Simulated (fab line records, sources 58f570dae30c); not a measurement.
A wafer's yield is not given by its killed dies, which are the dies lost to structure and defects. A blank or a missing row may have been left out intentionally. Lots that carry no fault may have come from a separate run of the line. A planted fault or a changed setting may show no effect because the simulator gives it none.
One fault seen from 2 desks | flow berkeleyCmos170 | what lay behind the numbers comes last; until then each desk has only its own

METROLOGY DESK
Lot by lot, what the gauges showed, no matter which tool ran the lot: averages of those sampled wafers that carry a number. Any lot whose mean is over 4 standard deviations away from the usual mean is out of limits and marked OUT; that distance is given in the brackets.
Columns: A = SILICIDE_TI_THK at UCB170_SILICIDE_THK_MEAS_03, usual 29.5 nm; B = cdNm at UCB170_M3_CD_MEAS_90, usual 700.1 nm
lot  | first seen here | A    | B
L273 | day 8 07:10     | 29.8 | 700.7
L272 | day 8 14:20     | 29.7 | 701.3
L276 | day 9 07:42     | 29.5 | 701.8
L279 | day 10 04:48    | 29.1 | 699.9
L277 | day 10 06:10    | 29.4 | 699.2
L278 | day 10 06:28    | 29.6 | 703.5
L285 | day 10 21:12    | 29.4 | 701.7
L281 | day 10 21:44    | 29.8 | 698.1
L284 | day 10 21:46    | 29.5 | 699.3
L283 | day 10 21:50    | 29.1 | 703.9
L282 | day 10 22:58    | 29.5 | 700.1
L288 | day 11 10:37    | 29.0 | 695.4
L292 | day 11 11:03    | 29.6 | 698.4
L290 | day 11 11:27    | 30.0 | 699.1
L293 | day 12 13:10    | 29.2 | 701.4
Finding of this desk: none of the 15 lots has anything out of limits.

FOR THE TOOL OWNER'S DESK: rieMetal-03
The tool's own readings at UCB170_M2_METAL_ETCH_18 (etches Al in Cl2/BCl3, stops on SiO2, target depth 1170 nm, time 195 s): means of the sampled wafers that have a number, for each lot that ran on this tool. Any lot whose mean is over 4 standard deviations away from the usual mean is out of limits and marked OUT; that distance is given in the brackets.
Columns: A = drypumpMotorCurrentA at UCB170_M2_METAL_ETCH_18, usual 5.6 A; B = oesProductAu at UCB170_M2_METAL_ETCH_18, usual 0.868 a.u.; C = throttleValvePct at UCB170_M2_METAL_ETCH_18, usual 24.38 %
lot  | first seen here | A   | B     | C
L273 | day 8 23:44     | 5.6 | 0.873 | 24.34
L272 | day 9 05:11     | 5.4 | 0.875 | 24.34
L279 | day 10 23:42    | 5.6 | 0.869 | 24.34
L278 | day 11 03:18    | 5.8 | 0.859 | 24.35
L284 | day 11 15:14    | 5.2 | 0.888 | 24.31
L282 | day 11 22:52    | 5.8 | 0.866 | 24.35
L292 | day 13 01:40    | 5.4 | 0.876 | 24.32
L290 | day 13 05:43    | 5.6 | 0.878 | 24.34
L293 | day 13 07:04    | 5.6 | 0.863 | 24.34
Finding of this desk: none of the 9 lots has anything out of limits.

PUT TOGETHER
Metrology desk: nothing out of limits seen.
Nothing out of limits was seen by the tool owner's desk.

WHAT THE SIMULATOR HAD PUT IN
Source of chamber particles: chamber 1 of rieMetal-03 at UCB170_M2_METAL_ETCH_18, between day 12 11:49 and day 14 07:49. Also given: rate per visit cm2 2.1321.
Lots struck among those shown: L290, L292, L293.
